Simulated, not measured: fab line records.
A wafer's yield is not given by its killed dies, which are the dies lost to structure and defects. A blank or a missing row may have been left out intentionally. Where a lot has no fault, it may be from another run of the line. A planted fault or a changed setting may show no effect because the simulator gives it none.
Comparing a struck lot with a sound one | flow rit cmos | 3 out of 202 route steps
Sound: these wafers, L800.3, L800.4, L800.5. Wafers L805.2, L805.5, L805.6 were the ones struck. The cause comes at the end.
At each step with rows: each side's tool, then ch and its chambers, then its first start. Under that, the readings that differ: sound wafers | struck wafers | difference of the means | sigmas: that difference in standard deviations of wafers without a fault.
alike: readings whose means differ by less than 2 such deviations, and words and numbers that are the same on both sides. not compared: withheld readings, readings that some wafer has no value for, bounds like >300 that may hide the same value, and numbers for which the record gives no deviation and whose values overlap.
A row with sigmas, a row that says differs or no value, or rows on one side alone: a step with any of these is where the two part. Non-overlapping numbers with no deviation appear without sigmas and do not part them. A reading missing from all wafers of one side parts the sides only when that side holds two or more wafers.

RIT_ACTIVE_BOW_MEAS_00:
  struck on film metro-02, day 4 23:01; sound on film metro-02, day 3 22:02
  alike: INCOMING_BOW
RIT_ACTIVE_OXIDATION_01: target thk 46.8 nm, ox time 3360 s.
  sound on furnace-01 ch 0, day 3 22:07; struck on furnace-01, day 4 23:09
  no value came back on the struck wafers for ox temp c (C), ox temp c max, tube center temp C (C), zone power source pct (%); on the sound wafers ox temp c (C) reads 1000.2 999.4 998.9
then, 1 step without rows for these wafers: RIT_ACTIVE_CVD_03 (deposits Si3N4 from SiH2Cl2/NH3, target thk 150 nm, time 1500 s).

== WHERE THEY PART ==
At RIT_ACTIVE_OXIDATION_01 and nowhere else, as far as this record goes.

WHY: what had been put in by the simulator
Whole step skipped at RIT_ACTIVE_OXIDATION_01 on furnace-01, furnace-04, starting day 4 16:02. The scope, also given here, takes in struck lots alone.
